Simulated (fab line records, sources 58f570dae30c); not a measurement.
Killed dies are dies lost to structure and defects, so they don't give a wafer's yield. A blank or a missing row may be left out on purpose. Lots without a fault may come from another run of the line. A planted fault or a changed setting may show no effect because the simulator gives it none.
Chamber matching | flow berkeley_cmos170 | UCB170_GATE_ETCH_15 on rie_si-02: 4 sister chambers
The step etches poly-Si in HBr/Cl2, stops on SiO2, time 56.3 s, target depth 278.2 nm. 8 wafers are shown with their chamber, then 7 later ones without.

WAFERS WITH THEIR CHAMBER
wafer  | chamber | drypump_motor_current_A (A) | throttle_valve_pct (%)
L380.1 | 0       | 4.9                         | 26.48
L380.3 | 2       | 4.7                         | 26.23
L380.5 | 1       | 5.0                         | 26.20
L392.1 | 0       | 4.9                         | 26.49
L392.3 | 2       | 4.7                         | 26.24
L392.5 | 3       | 6.1                         | 26.41
L393.1 | 3       | 6.0                         | 26.43
L393.4 | 1       | 5.0                         | 26.20

WAFERS WITHOUT THEIR CHAMBER
wafer  | drypump_motor_current_A (A) | throttle_valve_pct (%)
L393.5 | 4.9                         | 26.48
L398.1 | 4.7                         | 26.24
L398.4 | 4.9                         | 26.47
L398.5 | 4.7                         | 26.22
L400.1 | 4.9                         | 26.20
L400.4 | 5.0                         | 26.18
L400.6 | 4.9                         | 26.47

WHICH CHAMBER EACH WENT THROUGH
wafer  | from the rows above | in truth
L393.5 | 0                   | 0
L398.1 | 2                   | 2
L398.4 | 0                   | 0
L398.5 | 2                   | 2
L400.1 | 1                   | 1
L400.4 | 1                   | 1
L400.6 | 0                   | 0
Placed correctly: 7 of 7. Can't be placed from these rows: 0. Placed wrongly: 0.
How it was worked out, from the rows above alone: a wafer's distance from a chamber is the root of the sum, over the readings, of the square of ((its reading less the chamber's mean) divided by the reading's scatter). The wafer belongs to the nearest chamber; if the next one is less than 2 further off, it can't be placed. A chamber's mean is the mean of its shown wafers. The scatter: the root of (the sum of the squares of (reading less its chamber's mean) over the shown wafers, divided by (wafers less chambers)).
